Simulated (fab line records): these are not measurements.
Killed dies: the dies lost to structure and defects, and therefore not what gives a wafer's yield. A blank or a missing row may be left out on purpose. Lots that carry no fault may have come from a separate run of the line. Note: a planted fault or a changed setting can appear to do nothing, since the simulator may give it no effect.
What tool caused it? + flow ritCmos + 39 wafers from 13 lots sampled at 2 of the route's 202 steps

## WHAT THE GAUGES READ, wafer by wafer
RIT_ACTIVE_CD_MEAS_11 targets a cd of 1400 nm. Usual: cdNm 1400.7 nm, standard deviation 2.3.
| lot  | measured    | on       | cdNm (nm)            | flag |
|------|-------------|----------|----------------------|------|
| L516 | day 1 15:18 | cdSem-02 | 1395.7 1398.4 1397.0 |      |
| L518 | day 2 00:34 | cdSem-01 | 1404.6 1403.9 1405.4 |      |
| L519 | day 2 05:34 | cdSem-02 | 1400.9 1401.7 1399.0 |      |
| L521 | day 2 16:35 | cdSem-01 | 1402.7 1401.1 1400.2 |      |
| L525 | day 3 12:21 | cdSem-02 | 1278.1 1279.0 1279.4 | OFF  |
| L526 | day 3 19:40 | cdSem-02 | 1399.1 1396.5 1398.0 |      |
| L529 | day 4 07:59 | cdSem-02 | 1398.8 1398.3 1398.4 |      |
| L534 | day 5 09:59 | cdSem-02 | 1400.0 1398.5 1400.6 |      |
| L535 | day 5 13:42 | cdSem-02 | 1398.1 1398.3 1397.8 |      |
| L536 | day 5 20:08 | cdSem-02 | 1400.4 1400.5 1400.7 |      |
| L537 | day 6 00:09 | cdSem-01 | 1399.5 1399.4 1400.1 |      |
| L538 | day 6 06:07 | cdSem-02 | 1397.0 1399.6 1397.2 |      |
| L539 | day 6 09:46 | cdSem-01 | 1402.8 1400.0 1403.5 |      |

## WHICH TOOL RAN EACH LOT (tool, then ch and the chambers of the sampled wafers, then the start)
| lot  | RIT_ACTIVE_EXPOSE_08              |
|------|-----------------------------------|
| L516 | ilineStepper-02 ch 0, day 1 14:54 |
| L518 | ilineStepper-01 ch 0, day 2 00:10 |
| L519 | ilineStepper-02 ch 0, day 2 05:10 |
| L521 | ilineStepper-01 ch 0, day 2 16:11 |
| L525 | ilineStepper-01 ch 0, day 3 11:57 |
| L526 | ilineStepper-01 ch 0, day 3 19:16 |
| L529 | ilineStepper-01 ch 0, day 4 07:35 |
| L534 | ilineStepper-01 ch 0, day 5 09:33 |
| L535 | ilineStepper-01 ch 0, day 5 13:18 |
| L536 | ilineStepper-01 ch 0, day 5 19:38 |
| L537 | ilineStepper-01 ch 0, day 5 23:45 |
| L538 | ilineStepper-01 ch 0, day 6 05:43 |
| L539 | ilineStepper-02 ch 0, day 6 09:22 |
- RIT_ACTIVE_EXPOSE_08: exposes mask M1, target cd 1400 nm.

## WHAT THE TOOLS THEMSELVES READ (means of the sampled wafers that have a number; where no wafer has one, the mark that the record gives instead)
RIT_ACTIVE_EXPOSE_08. Usual: focusOffsetNm 0.0 nm, standard deviation 0.58.
| lot  | tool            | focusOffsetNm (nm) | flag |
|------|-----------------|--------------------|------|
| L516 | ilineStepper-02 | 0.0                |      |
| L518 | ilineStepper-01 | -0.5               |      |
| L519 | ilineStepper-02 | 0.6                |      |
| L521 | ilineStepper-01 | -0.1               |      |
| L525 | ilineStepper-01 | 0.4                |      |
| L526 | ilineStepper-01 | -0.1               |      |
| L529 | ilineStepper-01 | 0.7                |      |
| L534 | ilineStepper-01 | -0.9               |      |
| L535 | ilineStepper-01 | 0.3                |      |
| L536 | ilineStepper-01 | -0.5               |      |
| L537 | ilineStepper-01 | 0.4                |      |
| L538 | ilineStepper-01 | 0.1                |      |
| L539 | ilineStepper-02 | 0.3                |      |

## THE ANSWER, worked out from the rows above alone
Rule: take the mean of a lot's wafers that have a number; if it is more than 3 standard deviations from the usual mean, the lot is off. Also off: a lot with no number at a reading for which 4 or more lots have one. All remaining lots with rows at the step are treated as sound. First the gauges in route order, then the tools' own readings, where a lot's mean is used as printed above. The first step at which some lot is off is used, and at that step the reading that is off furthest; a lot without a number counts as furthest.
Off: L525 (RIT_ACTIVE_CD_MEAS_11, cdNm).
If a tool, at a process step before that reading, ran all the lots that are off and no sound lot after the first of them, it fits. Gauges at RIT_ACTIVE_CD_MEAS_11: tried the same way as those tools. Not one of the candidates tried fits.

## WHAT THE SIMULATOR HAD PUT IN
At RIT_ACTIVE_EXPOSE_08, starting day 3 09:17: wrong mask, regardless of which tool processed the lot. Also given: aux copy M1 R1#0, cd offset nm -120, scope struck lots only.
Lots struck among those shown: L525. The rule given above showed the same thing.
